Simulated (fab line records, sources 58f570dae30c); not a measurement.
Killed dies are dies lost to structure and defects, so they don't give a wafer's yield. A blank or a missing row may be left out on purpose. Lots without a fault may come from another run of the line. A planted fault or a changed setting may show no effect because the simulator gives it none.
Which tool did it? | flow berkeley_cmos170 | 14 lots, 42 wafers sampled, at 2 steps of a route of 331

WHAT THE GAUGES READ, wafer by wafer
UCB170_M1_OVL_MEAS_10.
lot  | measured     | on         | M1_OVL (nm)
L811 | day 8 22:26  | overlay-02 | 9 12 6
L810 | day 8 23:23  | overlay-02 | 5 1 9
L812 | day 9 05:10  | overlay-01 | 4 10 5
L815 | day 9 10:00  | overlay-01 | 1 6 4
L818 | day 10 06:32 | overlay-02 | -6 -4 -4
L819 | day 10 06:47 | overlay-02 | 3 0 7
L817 | day 10 07:04 | overlay-01 | 4 2 8
L821 | day 10 17:09 | overlay-02 | 3 3 3
L823 | day 11 04:36 | overlay-02 | 7 2 7
L825 | day 11 12:33 | overlay-02 | 12 17 11
L828 | day 11 14:10 | overlay-02 | 8 11 12
L829 | day 11 21:38 | overlay-02 | 2 14 13
L831 | day 12 20:11 | overlay-01 | -1 5 -1
L830 | day 12 20:27 | overlay-02 | 6 7 11

UCB170_V1_OVL_MEAS_13.
lot  | measured     | on         | V1_OVL (nm)
L811 | day 9 02:14  | overlay-01 | 11 6 2
L810 | day 9 03:50  | overlay-02 | 2 5 5
L812 | day 9 09:47  | overlay-02 | 3 -3 -5
L815 | day 9 16:37  | overlay-02 | 6 -3 8
L818 | day 10 11:31 | overlay-02 | -10 -4 -7
L819 | day 10 13:08 | overlay-01 | -7 -9 -12
L817 | day 10 13:25 | overlay-01 | -6 -2 -1
L821 | day 11 00:09 | overlay-01 | -1 1 -1
L823 | day 11 08:52 | overlay-01 | -1 -7 -2
L825 | day 11 20:31 | overlay-02 | -3 -2 0
L828 | day 11 20:15 | overlay-02 | -2 3 2
L829 | day 12 01:20 | overlay-01 | -5 4 2
L831 | day 13 02:30 | overlay-02 | 2 -9 0
L830 | day 13 02:16 | overlay-01 | -4 1 -1

WHICH TOOL RAN EACH LOT (tool, then ch and the chambers of the sampled wafers, then the start)
The record holds no process step before these readings.

WHAT THE TOOLS THEMSELVES READ (means of the sampled wafers that have a number; where no wafer has one, the mark that the record gives instead)
The record holds no such reading with a usual standard deviation.

THE ANSWER, worked out from the rows above alone
Rule: what is usual is taken from the lots themselves. Put in order of their means at a reading, lots are off if they are a third of the lots or fewer, leave a main group of 4 or more, and stand apart from it by a gap of 3 or more times the standard deviation of the main group's means; of several such gaps the widest counts. A main group whose means are all the same, to the digits that the tables above print for the reading, isn't used. A lot without any number at a reading at which 4 lots or more have one is off too. The other lots that the step has rows for count as sound. The gauges are gone through in route order, then the tools' own readings, and for those a lot's mean is taken as printed above. The first step at which some lot is off is used, and at that step the reading that is off furthest; a lot without a number counts as furthest.
No lot is off at any reading shown: from this, nothing can be told.

WHAT THE SIMULATOR HAD PUT IN
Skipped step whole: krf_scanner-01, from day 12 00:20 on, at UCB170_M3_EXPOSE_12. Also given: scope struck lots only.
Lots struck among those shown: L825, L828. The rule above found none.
